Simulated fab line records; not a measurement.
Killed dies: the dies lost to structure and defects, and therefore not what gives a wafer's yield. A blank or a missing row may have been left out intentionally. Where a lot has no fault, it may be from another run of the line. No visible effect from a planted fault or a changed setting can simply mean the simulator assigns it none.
Which of the tools did it? + flow berkeleyCmos170 + 42 wafers from 14 lots sampled at 5 of the route's 331 steps

WHAT EACH GAUGE READ, for each wafer
UCB170_ACTIVE_THK_MEAS_03.
| lot  | measured    | on           | ACTIVE_OXIDE_THK (nm) |
|------|-------------|--------------|-----------------------|
| L414 | day 4 20:52 | filmMetro-03 | 27.2 26.7 26.9        |
| L415 | day 4 20:53 | filmMetro-01 | 26.3 26.0 25.8        |
| L416 | day 4 20:53 | filmMetro-04 | 26.8 27.2 26.9        |
| L418 | day 5 08:14 | filmMetro-03 | 26.9 26.8 26.6        |
| L420 | day 6 02:35 | filmMetro-03 | 26.0 25.9 26.2        |
| L423 | day 6 15:17 | filmMetro-04 | 26.7 26.7 26.7        |
| L424 | day 6 15:17 | filmMetro-03 | 26.6 26.7 26.3        |
| L422 | day 7 04:04 | filmMetro-01 | 26.4 26.6 26.4        |
| L429 | day 7 20:34 | filmMetro-04 | 26.8 27.0 26.7        |
| L430 | day 7 20:34 | filmMetro-03 | 26.3 26.7 26.8        |
| L431 | day 8 04:47 | filmMetro-03 | 26.4 26.6 26.1        |
| L432 | day 8 16:58 | filmMetro-01 | 25.7 26.4 26.1        |
| L435 | day 8 16:54 | filmMetro-03 | 26.7 26.5 26.0        |
| L436 | day 9 08:11 | filmMetro-01 | 26.3 26.4 26.3        |

UCB170_ACTIVE_CD_MEAS_13: target cd 1200 nm.
| lot  | measured    | on       | cdNm (nm)            |
|------|-------------|----------|----------------------|
| L414 | day 5 06:04 | cdSem-02 | 1198.5 1196.8 1198.3 |
| L415 | day 5 05:32 | cdSem-01 | 1200.3 1200.6 1199.6 |
| L416 | day 5 05:49 | cdSem-02 | 1198.9 1199.5 1199.2 |
| L418 | day 5 20:15 | cdSem-02 | 1196.6 1197.9 1198.0 |
| L420 | day 6 11:34 | cdSem-01 | 1199.1 1200.6 1200.2 |
| L423 | day 7 00:32 | cdSem-02 | 1200.2 1197.7 1198.9 |
| L424 | day 7 00:25 | cdSem-02 | 1202.7 1201.0 1201.0 |
| L422 | day 7 17:14 | cdSem-01 | 1202.2 1203.2 1201.5 |
| L429 | day 8 05:25 | cdSem-02 | 1199.4 1198.9 1198.8 |
| L430 | day 8 05:23 | cdSem-01 | 1198.6 1199.1 1198.9 |
| L431 | day 8 14:55 | cdSem-02 | 1198.2 1198.5 1198.7 |
| L432 | day 9 06:16 | cdSem-01 | 1202.7 1200.4 1201.1 |
| L435 | day 9 05:26 | cdSem-01 | 1200.9 1202.5 1202.6 |
| L436 | day 9 21:40 | cdSem-02 | 1201.6 1200.7 1201.2 |

WHAT TOOL EACH LOT RAN ON (gives the tool, then ch and the chambers of the sampled wafers, and finally the start)
| lot  | UCB170_NWELL_COAT_07            | UCB170_NWELL_STRIP_15              | UCB170_PWELL_STRIP_16              |
|------|---------------------------------|------------------------------------|------------------------------------|
| L414 | lithoTrack-03 ch 0, day 2 15:21 | plasmaAsher-02 ch 0,1, day 2 16:56 | plasmaAsher-02 ch 0,1, day 3 15:40 |
| L415 | lithoTrack-02 ch 0, day 2 22:58 | plasmaAsher-03 ch 0,1, day 3 00:12 | plasmaAsher-02 ch 0,1, day 3 23:20 |
| L416 | lithoTrack-03 ch 0, day 2 22:58 | plasmaAsher-01 ch 0,1, day 2 23:55 | plasmaAsher-01 ch 0,1, day 3 23:06 |
| L418 | lithoTrack-03 ch 0, day 3 14:11 | plasmaAsher-03 ch 0,1, day 3 15:28 | plasmaAsher-01 ch 0,1, day 4 12:13 |
| L420 | lithoTrack-02 ch 0, day 3 23:26 | plasmaAsher-03 ch 0,1, day 4 01:32 | plasmaAsher-01 ch 0,1, day 4 22:19 |
| L423 | lithoTrack-02 ch 0, day 4 19:43 | plasmaAsher-02 ch 0,1, day 4 21:18 | plasmaAsher-02 ch 0,1, day 5 16:42 |
| L424 | lithoTrack-02 ch 0, day 4 20:10 | plasmaAsher-02 ch 0,1, day 4 21:35 | plasmaAsher-02 ch 0,1, day 5 16:16 |
| L422 | lithoTrack-03 ch 0, day 4 20:31 | plasmaAsher-02 ch 0,1, day 4 21:51 | plasmaAsher-02 ch 0,1, day 5 22:41 |
| L429 | lithoTrack-01 ch 0, day 5 18:53 | plasmaAsher-03 ch 0, day 5 20:11   | plasmaAsher-01 ch 0,1, day 6 18:35 |
| L430 | lithoTrack-01 ch 0, day 6 01:29 | plasmaAsher-03 ch 0,1, day 6 02:35 | plasmaAsher-02 ch 0,1, day 6 21:17 |
| L431 | lithoTrack-01 ch 0, day 6 04:25 | plasmaAsher-01 ch 0,1, day 6 05:23 | plasmaAsher-01 ch 0,1, day 7 06:03 |
| L432 | lithoTrack-01 ch 0, day 6 14:17 | plasmaAsher-02 ch 0,1, day 6 16:02 | plasmaAsher-02 ch 0,1, day 7 16:38 |
| L435 | lithoTrack-03 ch 0, day 7 01:23 | plasmaAsher-01 ch 0,1, day 7 02:33 | plasmaAsher-01 ch 0,1, day 7 16:48 |
| L436 | lithoTrack-01 ch 0, day 7 08:46 | plasmaAsher-02 ch 0,1, day 7 10:01 | plasmaAsher-02 ch 0,1, day 8 05:42 |
- UCB170_NWELL_COAT_07: resist thk 900 nm.
- UCB170_NWELL_STRIP_15: strips in O2.
- UCB170_PWELL_STRIP_16: strips in O2.

WHAT THE TOOLS THEMSELVES READ (means of the sampled wafers that have a number; where no wafer has one, the mark that the record gives instead)
UCB170_NWELL_COAT_07.
| lot  | tool          | spinSpeedRpm (rpm) |
|------|---------------|--------------------|
| L414 | lithoTrack-03 | 1501.1             |
| L415 | lithoTrack-02 | 1499.6             |
| L416 | lithoTrack-03 | 1500.7             |
| L418 | lithoTrack-03 | 1500.2             |
| L420 | lithoTrack-02 | 1500.4             |
| L423 | lithoTrack-02 | 1438.7             |
| L424 | lithoTrack-02 | 1439.9             |
| L422 | lithoTrack-03 | 1499.9             |
| L429 | lithoTrack-01 | 1499.4             |
| L430 | lithoTrack-01 | 1499.3             |
| L431 | lithoTrack-01 | 1502.1             |
| L432 | lithoTrack-01 | 1500.5             |
| L435 | lithoTrack-03 | 1499.8             |
| L436 | lithoTrack-01 | 1500.8             |

UCB170_NWELL_STRIP_15.
| lot  | tool           | drypumpMotorCurrentA (A) | oesProductAu (a.u.) | stripTimeToEndpointS (s) |
|------|----------------|--------------------------|---------------------|--------------------------|
| L414 | plasmaAsher-02 | 5.7                      | 0.721               | 18.12                    |
| L415 | plasmaAsher-03 | 5.6                      | 0.715               | 18.07                    |
| L416 | plasmaAsher-01 | 5.6                      | 0.724               | 18.01                    |
| L418 | plasmaAsher-03 | 5.5                      | 0.724               | 18.07                    |
| L420 | plasmaAsher-03 | 5.5                      | 0.717               | 17.97                    |
| L423 | plasmaAsher-02 | 6.1                      | 0.718               | 18.58                    |
| L424 | plasmaAsher-02 | 5.7                      | 0.719               | 18.46                    |
| L422 | plasmaAsher-02 | 5.7                      | 0.725               | 18.06                    |
| L429 | plasmaAsher-03 | 5.4                      | 0.725               | 18.07                    |
| L430 | plasmaAsher-03 | 5.5                      | 0.721               | 18.08                    |
| L431 | plasmaAsher-01 | 5.7                      | 0.719               | 18.03                    |
| L432 | plasmaAsher-02 | 6.1                      | 0.723               | 18.05                    |
| L435 | plasmaAsher-01 | 5.6                      | 0.721               | 18.07                    |
| L436 | plasmaAsher-02 | 5.7                      | 0.721               | 18.16                    |

UCB170_PWELL_STRIP_16.
| lot  | tool           | drypumpMotorCurrentA (A) | oesProductAu (a.u.) | stripTimeToEndpointS (s) |
|------|----------------|--------------------------|---------------------|--------------------------|
| L414 | plasmaAsher-02 | 5.7                      | 0.720               | 18.13                    |
| L415 | plasmaAsher-02 | 5.7                      | 0.724               | 18.29                    |
| L416 | plasmaAsher-01 | 5.6                      | 0.724               | 18.22                    |
| L418 | plasmaAsher-01 | 5.7                      | 0.718               | 18.15                    |
| L420 | plasmaAsher-01 | 5.6                      | 0.722               | 18.11                    |
| L423 | plasmaAsher-02 | 6.1                      | 0.718               | 18.05                    |
| L424 | plasmaAsher-02 | 5.7                      | 0.719               | 18.03                    |
| L422 | plasmaAsher-02 | 6.1                      | 0.722               | 18.01                    |
| L429 | plasmaAsher-01 | 5.6                      | 0.720               | 18.01                    |
| L430 | plasmaAsher-02 | 5.7                      | 0.719               | 18.05                    |
| L431 | plasmaAsher-01 | 5.6                      | 0.716               | 18.24                    |
| L432 | plasmaAsher-02 | 5.7                      | 0.722               | 18.16                    |
| L435 | plasmaAsher-01 | 5.6                      | 0.723               | 18.05                    |
| L436 | plasmaAsher-02 | 5.7                      | 0.721               | 18.11                    |

THE ANSWER, worked out from the rows above alone
Rule: what is usual is taken from the lots themselves. Put in order of their means at a reading, lots are off if they are a third of the lots or fewer, leave a main group of 4 or more, and stand apart from it by a gap of 3 or more times the standard deviation of the main group's means; of several such gaps the widest counts. A main group is skipped when, at the precision printed for the reading in the tables above, its means are all equal. Also off: a lot with no number at a reading for which 4 or more lots have one. All remaining lots with rows at the step are treated as sound. First the gauges in route order, then the tools' own readings, where a lot's mean is used as printed above. At the first step where some lot is off, the reading lying furthest off is the one used; lots without a number count as furthest.
Off: L423, L424 (UCB170_NWELL_COAT_07, spinSpeedRpm). The main group has a mean of 1500.3 rpm with a standard deviation of 0.77.
If a tool, at that step or one of the process steps before it, ran each lot that is off and ran no sound lot following the first of them, it fits. One candidate fits, namely lithoTrack-02 at UCB170_NWELL_COAT_07. Its last sound lot is L420 (day 3 23:26), its first lot that is off L423 (day 4 19:43): a fault that began between those two fits.
The tool's own readings at UCB170_NWELL_COAT_07 bear it out: on the lots that are off they differ by more than 5 times the standard deviation of the sound lots' means. spinSpeedRpm reads 1439.3 rpm there against 1500.3 rpm on the sound lots.

WHAT THE SIMULATOR PUT IN
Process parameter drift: lithoTrack-02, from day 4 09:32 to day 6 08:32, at UCB170_NWELL_COAT_07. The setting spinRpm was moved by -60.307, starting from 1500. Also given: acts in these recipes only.
Struck lots among those shown: L423, L424. The rule above reached the same finding.
